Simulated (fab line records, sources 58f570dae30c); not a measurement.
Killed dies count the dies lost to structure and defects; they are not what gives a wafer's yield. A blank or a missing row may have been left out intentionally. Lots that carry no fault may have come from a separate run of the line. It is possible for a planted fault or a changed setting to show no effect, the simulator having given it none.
Code-filled problem report in 8D (eight disciplines) form    flow berkeley cmos170    the parts of the form that need people (team, actions taken, sign-off) are left out

== 1. THE ISSUE ==
Mean of heater power total W at UCB170_PWELL_PEB_11: 57.84 W across 9 wafers in 3 lots; on wafers with no fault it is 56.81 W (standard deviation 0.044). Measured from the usual mean, that is +23 standard deviations.
First seen on wafer L701.1, day 4 08:16, on litho track-02. The record holds 45 wafers of 15 lots with a number at this step. Rule for "out", or "out of limits": more than 4 standard deviations from the usual mean. All remaining wafers that have a number are taken as sound.

== 2. WHAT IT IS; WHAT IT IS NOT ==
question                     is                                  is not
which readings at this step  heater power total W, plate temp C  exhaust pa
which lots                   L701, L702, L706                    L697, L698, L699, L700, L704, L710, L712, L713, L715, L716, L718, L719
which wafers of those lots   all that have a number              -
read on which tools          litho track-02                      litho track-01, litho track-04
when                         from day 4 08:16                    up to then (12 sound wafers); but 24 sound wafers of L704, L710, L712, L713, L715, L716, L718, L719 came after

== 3. WHAT RULES OUT EACH SUSPECT ==
Counting: any tool at a process step up to the reading is kept as a suspect provided that every lot that is out went through it and no sound lot did after the first of them.
- litho track-02 at UCB170_PWELL_PEB_11: kept. All lots that are out passed through it, beginning with L701 at day 4 08:16, and no sound lot followed; its final sound lot before that point was L700 at day 4 01:16. Out on those wafers are its own readings of heater power total W, plate temp C.
Remaining after the count: litho track-02 at UCB170_PWELL_PEB_11.

== 4. THE CAUSE (what the simulator had put in) ==
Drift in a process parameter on litho track-02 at UCB170_PWELL_PEB_11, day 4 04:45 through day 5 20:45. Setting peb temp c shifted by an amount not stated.
The count eliminated every tool but this one.

== 5. THE EFFECT CHAIN, in route order ==
Each row: a reading whose mean over the struck wafers that have a number lies more than 3 standard deviations from the usual. Only readings whose record carries a usual standard deviation are examined. hours: median over the lots of the time between each lot's start at the first step of this table that gives one and its start at this step. sigmas: the change, counted in usual standard deviations.
hours  step                 reading               usual     on struck wafers  change  sigmas
0      UCB170_PWELL_PEB_11  heater power total W  56.81 W   57.84             +1.03   +23
0      UCB170_PWELL_PEB_11  plate temp C          129.99 C  131.89            +1.90   +15
Its process steps:
- UCB170_PWELL_PEB_11
At these later measuring or inspecting steps, every struck wafer for which the step has a row has a number for every such reading, and none has moved that far: UCB170_ACTIVE_THK_MEAS_03, UCB170_SCREENOX_THK_MEAS_02, UCB170_PLDD_OVL_MEAS_07.

== 6. WHAT WOULD HAVE CAUGHT IT SOONER ==
4 hours passed between the start of the fault at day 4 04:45 and the first reading out of limits in this record, taken at day 4 08:16.
